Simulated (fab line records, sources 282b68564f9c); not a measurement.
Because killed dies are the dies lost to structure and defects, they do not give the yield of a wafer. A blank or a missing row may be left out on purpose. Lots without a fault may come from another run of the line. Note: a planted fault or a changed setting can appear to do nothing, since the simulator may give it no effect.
fab line records :: flow rit_cmos
[record]
  lots = 14
  wafers = 42
  last_day = 7
route steps=202 shown NSD@134
lots that met no fault: from a run of the same line without faults
start_h: start of the lot's first displayed wafer, in hours after the record's first day :: wait_h: hours since the lot's step before :: " the same as in the row above :: L1.1+2: one row covering several wafers at once :: - no value, or no start given :: * or withheld: withheld :: < > ~ a bound
route shown NAME@n: names a module that has steps shown in the file, with the first one's number in the route :: usual: the fault-free wafers' mean and standard deviation :: same: alike in all rows :: chamber/n: place in a boat :: sites: readings site by site :: _std_site: how widely they spread, as a standard deviation :: _edge_site: outer sites' mean less inner sites' :: radius_mm: for every site, how far away it sits from the centre of the wafer :: mask NAME#n: copy n :: behind: the last tool/chamber to shape the wafer :: hold: reason for holding the lot/hours on hold/outcome of the hold :: device: whichever transistor did not switch (one of n, p or np) :: end of line: the tests these same wafers got at the end of their route :: a step without rows: its recipe alone :: killed: dies that structure and defects cost at the first sort, which is not the same as the wafer's yield :: map: a wafer's dies, marking killed ones x, the rest . and places with no die _
set.NAME: the run value of the setting; set.NAME@STEP: its run value at that earlier step :: model.NAME: the simulator's own value behind a step, which no gauge read
the route's steps for a sample of lots (tables are steps, rows are wafers)
services: from which hour (start_h, from the record's first day; less than 0 if before it) a tool's chamber was out of use, for how many hours, and why
[[steps]]
[step RIT_NSD_EXPOSE_03]
[recipe]
  mask_id = M9
  na = 0.57
  target_cd_nm = 40700
  dose_mj = 250
lot.wafer: L849.1+2+6
tool: iline_stepper-02
chamber: 0
start_h: 48.69
wait_h: 0.1
mask: M9#0

lot.wafer: L850.1+2+4
tool: iline_stepper-02
chamber: 0
start_h: 51.82
wait_h: 0.1
mask: M9#0

lot.wafer: L851.3+4+5
tool: iline_stepper-02
chamber: 0
start_h: 56.10
wait_h: 0.1
mask: M9#0

lot.wafer: L853.1+4+5
tool: iline_stepper-01
chamber: 0
start_h: 70.71
wait_h: 0.2
mask: M9#0

lot.wafer: L854.2+4+5
tool: iline_stepper-02
chamber: 0
start_h: 73.60
wait_h: 0.2
mask: M9#0

lot.wafer: L855.3+4+5
tool: iline_stepper-01
chamber: 0
start_h: 78.61
wait_h: 0.2
mask: M9#0

lot.wafer: L856.1+3+5
tool: iline_stepper-02
chamber: 0
start_h: 82.53
wait_h: 0.2
mask: M9#0

lot.wafer: L862.1+5+6
tool: iline_stepper-01
chamber: 0
start_h: 113.04
wait_h: 0.2
mask: M9#0

lot.wafer: L864.1+4+5
tool: iline_stepper-01
chamber: 0
start_h: 126.26
wait_h: 0.2
mask: M9#0

lot.wafer: L865.1+5+6
tool: iline_stepper-02
chamber: 0
start_h: 128.18
wait_h: 0.2
mask: M9#0

lot.wafer: L866.1+2+5
tool: iline_stepper-02
chamber: 0
start_h: 134.39
wait_h: 0.1
mask: M9#0

lot.wafer: L867.1+3+5
tool: iline_stepper-02
chamber: 0
start_h: 137.90
wait_h: 0.1
mask: M9#0

lot.wafer: L868.1+4+5
tool: iline_stepper-02
chamber: 0
start_h: 142.46
wait_h: 0.1
mask: M9#0

lot.wafer: L869.1+2+6
tool: iline_stepper-02
chamber: 0
start_h: 147.01
wait_h: 0.1
mask: M9#0
[step RIT_NSD_OVL_MEAS_06]
[usual]
  NSD_OVL = 0.2/1.3
lot.wafer: L849.1
tool: overlay-02
chamber: -
start_h: 49.09
wait_h: -
NSD_OVL[nm]: -1.1

lot.wafer: L849.2
tool: overlay-02
chamber: -
start_h: 49.09
wait_h: -
NSD_OVL[nm]: 0.7

lot.wafer: L849.6
tool: overlay-02
chamber: -
start_h: 49.09
wait_h: -
NSD_OVL[nm]: 0.6

lot.wafer: L850.1
tool: overlay-02
chamber: -
start_h: 52.22
wait_h: -
NSD_OVL[nm]: -1.7

lot.wafer: L850.2
tool: overlay-02
chamber: -
start_h: 52.22
wait_h: -
NSD_OVL[nm]: -0.2

lot.wafer: L850.4
tool: overlay-02
chamber: -
start_h: 52.22
wait_h: -
NSD_OVL[nm]: -0.8

lot.wafer: L851.3
tool: overlay-01
chamber: -
start_h: 56.49
wait_h: -
NSD_OVL[nm]: 0.8

lot.wafer: L851.4
tool: overlay-01
chamber: -
start_h: 56.49
wait_h: -
NSD_OVL[nm]: 1.4

lot.wafer: L851.5
tool: overlay-01
chamber: -
start_h: 56.49
wait_h: -
NSD_OVL[nm]: 2.1

lot.wafer: L853.1
tool: overlay-01
chamber: -
start_h: 71.11
wait_h: -
NSD_OVL[nm]: -1.6

lot.wafer: L853.4
tool: overlay-01
chamber: -
start_h: 71.11
wait_h: -
NSD_OVL[nm]: 0.0

lot.wafer: L853.5
tool: overlay-01
chamber: -
start_h: 71.11
wait_h: -
NSD_OVL[nm]: -0.5

lot.wafer: L854.2
tool: overlay-02
chamber: -
start_h: 73.99
wait_h: -
NSD_OVL[nm]: -1.7

lot.wafer: L854.4
tool: overlay-02
chamber: -
start_h: 73.99
wait_h: -
NSD_OVL[nm]: -0.7

lot.wafer: L854.5
tool: overlay-02
chamber: -
start_h: 73.99
wait_h: -
NSD_OVL[nm]: 0.9

lot.wafer: L855.3
tool: overlay-01
chamber: -
start_h: 78.99
wait_h: -
NSD_OVL[nm]: 0.2

lot.wafer: L855.4
tool: overlay-01
chamber: -
start_h: 78.99
wait_h: -
NSD_OVL[nm]: 0.2

lot.wafer: L855.5
tool: overlay-01
chamber: -
start_h: 78.99
wait_h: -
NSD_OVL[nm]: 1.5

lot.wafer: L856.1
tool: overlay-01
chamber: -
start_h: 82.93
wait_h: -
NSD_OVL[nm]: -2.6

lot.wafer: L856.3
tool: overlay-01
chamber: -
start_h: 82.93
wait_h: -
NSD_OVL[nm]: -1.5

lot.wafer: L856.5
tool: overlay-01
chamber: -
start_h: 82.93
wait_h: -
NSD_OVL[nm]: -2.5

lot.wafer: L862.1
tool: overlay-02
chamber: -
start_h: 113.44
wait_h: -
NSD_OVL[nm]: -180.4

lot.wafer: L862.5
tool: overlay-02
chamber: -
start_h: 113.44
wait_h: -
NSD_OVL[nm]: -180.1

lot.wafer: L862.6
tool: overlay-02
chamber: -
start_h: 113.44
wait_h: -
NSD_OVL[nm]: -180.4

lot.wafer: L864.1
tool: overlay-02
chamber: -
start_h: 126.66
wait_h: -
NSD_OVL[nm]: -180.0

lot.wafer: L864.4
tool: overlay-02
chamber: -
start_h: 126.66
wait_h: -
NSD_OVL[nm]: -181.3

lot.wafer: L864.5
tool: overlay-02
chamber: -
start_h: 126.66
wait_h: -
NSD_OVL[nm]: -180.7

lot.wafer: L865.1
tool: overlay-01
chamber: -
start_h: 128.68
wait_h: -
NSD_OVL[nm]: 1.2

lot.wafer: L865.5
tool: overlay-01
chamber: -
start_h: 128.68
wait_h: -
NSD_OVL[nm]: 0.9

lot.wafer: L865.6
tool: overlay-01
chamber: -
start_h: 128.68
wait_h: -
NSD_OVL[nm]: -1.3

lot.wafer: L866.1
tool: overlay-02
chamber: -
start_h: 134.79
wait_h: -
NSD_OVL[nm]: 0.4

lot.wafer: L866.2
tool: overlay-02
chamber: -
start_h: 134.79
wait_h: -
NSD_OVL[nm]: -0.3

lot.wafer: L866.5
tool: overlay-02
chamber: -
start_h: 134.79
wait_h: -
NSD_OVL[nm]: -0.5

lot.wafer: L867.1
tool: overlay-02
chamber: -
start_h: 138.30
wait_h: -
NSD_OVL[nm]: -0.3

lot.wafer: L867.3
tool: overlay-02
chamber: -
start_h: 138.30
wait_h: -
NSD_OVL[nm]: 0.3

lot.wafer: L867.5
tool: overlay-02
chamber: -
start_h: 138.30
wait_h: -
NSD_OVL[nm]: 0.4

lot.wafer: L868.1
tool: overlay-02
chamber: -
start_h: 142.86
wait_h: -
NSD_OVL[nm]: 1.3

lot.wafer: L868.4
tool: overlay-02
chamber: -
start_h: 142.86
wait_h: -
NSD_OVL[nm]: 0.4

lot.wafer: L868.5
tool: overlay-02
chamber: -
start_h: 142.86
wait_h: -
NSD_OVL[nm]: 0.3

lot.wafer: L869.1
tool: overlay-01
chamber: -
start_h: 147.41
wait_h: -
NSD_OVL[nm]: -1.3

lot.wafer: L869.2
tool: overlay-01
chamber: -
start_h: 147.41
wait_h: -
NSD_OVL[nm]: -2.3

lot.wafer: L869.6
tool: overlay-01
chamber: -
start_h: 147.41
wait_h: -
NSD_OVL[nm]: -1.8
[[services]]
tool: iline_stepper-01
chamber: -
start_h: 37.26
hours: 26.9
kind: repair

tool: iline_stepper-01
chamber: -
start_h: 64.20
hours: 1.7
kind: pm

tool: iline_stepper-01
chamber: 0
start_h: 69.91
hours: -
kind: calibration

tool: iline_stepper-01
chamber: -
start_h: 105.50
hours: 5.6
kind: repair
[[key]]
[first_sign]
  step = RIT_NSD_OVL_MEAS_06
  reading = NSD_OVL
  direction = down
  sigmas = 99+
  usual = 0.2
  struck = -180.5
effect none on later readings
met_at RIT_NSD_EXPOSE_03
struck_lots L862,L864
tester_left_out L862,L864
onset_between 78.61 113.04
[fault]
  kind = scanner_matching_overlay
  tool = iline_stepper-01
  chamber = -
  onset_h = 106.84
  steps = RIT_NSD_EXPOSE_03
  offset = -180
// tester_left_out: of these lots the tester's yield and bins aren't shown, on N5 and GAA mostly nor the transistor test; their killed dies are dies lost to structure and defects alone, not to doping, threshold or leakage, so they don't give the yield
